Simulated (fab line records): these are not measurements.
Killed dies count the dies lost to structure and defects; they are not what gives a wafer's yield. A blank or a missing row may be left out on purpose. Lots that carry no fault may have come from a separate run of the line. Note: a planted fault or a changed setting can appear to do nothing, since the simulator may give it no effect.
Which of the tools did it? | flow rit_cmos | at 1 step of a route of 202, 6 lots with 18 wafers sampled

== WHAT THE GAUGES SHOWED, per wafer ==
RIT_ACTIVE_CD_MEAS_11: target cd 1400 nm.
lot  | measured    | on        | cd_nm (nm)
L863 | day 2 00:26 | cd_sem-02 | 1400.6 1402.7 1402.2
L865 | day 2 10:34 | cd_sem-02 | 1404.0 1402.1 1401.0
L867 | day 2 20:34 | cd_sem-02 | 1396.8 1396.8 1398.0
L871 | day 3 16:51 | cd_sem-02 | 1398.5 1398.4 1399.9
L876 | day 4 17:26 | cd_sem-01 | 1395.6 1395.6 1396.8
L882 | day 6 00:53 | cd_sem-02 | 1403.6 1404.9 1402.9

== EACH LOT AND THE TOOL THAT RAN IT (in order: tool; ch and the chambers of the sampled wafers; start) ==
Record: no process step prior to these readings.

== THE ANSWER, worked out from the rows above alone ==
Rule: usual is defined by the lots themselves. Put in order of their means at a reading, lots are off if they are a third of the lots or fewer, leave a main group of 4 or more, and stand apart from it by a gap of 3 or more times the standard deviation of the main group's means; of several such gaps the widest counts. The tables above print the reading to a certain number of digits; a main group whose means all agree to those digits is not used. Also off: a lot with no number at a reading for which 4 or more lots have one. The other lots that the step has rows for count as sound.
No lot is off at any reading shown: from this, nothing can be told.

== WHAT HAD BEEN PUT IN BY THE SIMULATOR ==
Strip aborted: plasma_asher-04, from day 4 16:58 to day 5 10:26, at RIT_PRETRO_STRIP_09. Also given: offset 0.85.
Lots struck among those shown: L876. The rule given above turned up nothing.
